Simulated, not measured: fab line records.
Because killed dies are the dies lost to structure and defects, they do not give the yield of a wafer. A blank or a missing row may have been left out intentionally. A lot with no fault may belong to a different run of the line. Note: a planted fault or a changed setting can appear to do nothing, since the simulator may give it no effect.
A struck lot beside a sound one ; flow rit_cmos ; 20 steps out of a route of 202
Sound: the wafers L575.2, L575.4, L575.6. Wafers struck: L583.1, L583.2, L583.4. At the end, the cause is stated.
Each step with rows lists, per side, the tool, then ch with its chambers, then its first start. Under that, the readings that differ: sound wafers ; struck wafers ; difference of the means ; sigmas: that difference in standard deviations of wafers without a fault.
alike: same words and numbers on both sides, and readings whose means sit less than 2 such deviations apart. not compared: any withheld reading, any reading some wafer has no value for, any bound like >300 that may hide the same value, and any number with overlapping values for which the record gives no deviation.
Wherever a step has rows on one side only, a row that says differs or no value, or a row with sigmas, the two part there. When numbers do not overlap yet have no deviation, they are printed without sigmas and do not part them. A reading that every wafer of one side lacks parts them only if that side has two wafers or more.

first, 2 steps without rows for these wafers: RIT_NWELL_HARDBAKE_07 (time 120 s); RIT_NWELL_IMPLANT_08.
RIT_NWELL_STRIP_09: strips in O2, time 180 s.
  sound on plasma_asher-02 ch 0,1, day 2 12:09; struck on plasma_asher-02 ch 0,1, day 4 03:36
  alike: drypump_motor_current_A, o2_flow_sccm
  not compared: rf_hours_counter_h
RIT_NWELL_TW_MEAS_10:
  sound on film_metro-01, day 2 12:20; struck on film_metro-03, day 4 03:47
reading;sound;struck;difference;sigmas
NWELL_TW;2178 2181 2184;2138 2144 2132;-43;-3
then, 6 steps without rows for these wafers: RIT_PWELL_HMDS_00 (prime time 60 s); RIT_PWELL_COAT_01 (resist thk 1300 nm); RIT_PWELL_SOFTBAKE_02 (time 60 s); RIT_PWELL_EXPOSE_03 (exposes mask M3, target cd 43700 nm); RIT_PWELL_PEB_04; RIT_PWELL_DEVELOP_05 (develop time 68 s).
RIT_PWELL_OVL_MEAS_06:
  sound on overlay-01, day 2 13:16; struck on overlay-01, day 4 04:44
  alike: PWELL_OVL
then, 1 step without rows for these wafers: RIT_PWELL_HARDBAKE_07 (time 120 s).
RIT_PWELL_IMPLANT_08:
  sound on implanter-03 ch 0, day 2 13:35; struck on implanter-03 ch 0, day 4 05:01
reading;sound;struck;difference;sigmas
dose_ions_cm2;6.999e+13 7.012e+13 7.009e+13;1.2429e+14 1.242e+14 1.2423e+14;+5.4173e+13;+99 or more
faraday_current_uA;218 223 222;392 401 377;+169;+37
  alike: beam_energy_keV
RIT_PWELL_STRIP_09: strips in O2, time 180 s.
  sound on plasma_asher-02 ch 0,1, day 2 13:42; struck on plasma_asher-02 ch 0,1, day 4 05:10
  alike: drypump_motor_current_A, o2_flow_sccm
  not compared: rf_hours_counter_h
RIT_PWELL_TW_MEAS_10:
  sound on film_metro-01, day 2 13:53; struck on film_metro-03, day 4 05:20
reading;sound;struck;difference;sigmas
PWELL_TW;971 966 965;1141 1131 1130;+167;+24
then, 1 step without rows for these wafers: RIT_WELLDRIVE_ANNEAL_00 (time 14700 s).
RIT_WELLDRIVE_RS_MEAS_01: the measuring method here is four-point-probe.
  sound on film_metro-01, day 2 19:09; struck on film_metro-03, day 4 10:29
  alike: NWELL_RS
RIT_WELLDRIVE_RS_MEAS_02: the measuring method here is four-point-probe.
  sound on film_metro-01, day 2 19:16; struck on film_metro-03, day 4 10:37
reading;sound;struck;difference;sigmas
PWELL_RS (ohm/sq);431.4 430.1 429.4;301.7 302.3 302.3;-128.2;-99 or more
then, 1 step without rows for these wafers: RIT_NRETRO_HMDS_00 (prime time 60 s).
RIT_M1_PROBE_99:
  sound on prober-01, day 3 23:53; struck on prober-01, day 5 15:49
reading;sound;struck;difference;sigmas
killed_at_front_end;3 3 2;6 13 7;+6;+2
killed_dies;3 3 2;6 13 7;+6;+2
model.etest.nmos_0p3.r_on_ohm_um;2043 2053 2064;2586 2573 2622;+540;
model.etest.nmos_0p15.r_on_ohm_um;1090 1110 1086;1303 1276 1336;+210;
model.etest.pwell_pinched.rs_ohm_sq;456.2 454.2 462.4;318.1 315.1 317.2;-140.8;
model.etest.nmos_turned.drive_ua_um;353 348.9 353.2;195.9 205.2 195.7;-152.8;
model.etest.nmos_0p15.drive_ua_um;527.3 514.8 524.6;364.8 374.9 362.6;-154.8;
model.etest.pwell.rs_ohm_sq;412.9 414 411.9;290.7 289.3 289.3;-123.2;
model.etest.nmos_narrow.drive_ua_um;256.3 255 256.5;166.2 167 163.7;-90.3;
model.etest.nmos_0p3.drive_ua_um;253 252.5 252.1;165.6 165.9 160.5;-88.5;
  alike: killed_at_contacts, killed_open, killed_short

== WHERE THEY PART ==
Last at RIT_M1_PROBE_99 as far as this record goes, first at RIT_NWELL_TW_MEAS_10.

WHY: the cause the simulator had injected
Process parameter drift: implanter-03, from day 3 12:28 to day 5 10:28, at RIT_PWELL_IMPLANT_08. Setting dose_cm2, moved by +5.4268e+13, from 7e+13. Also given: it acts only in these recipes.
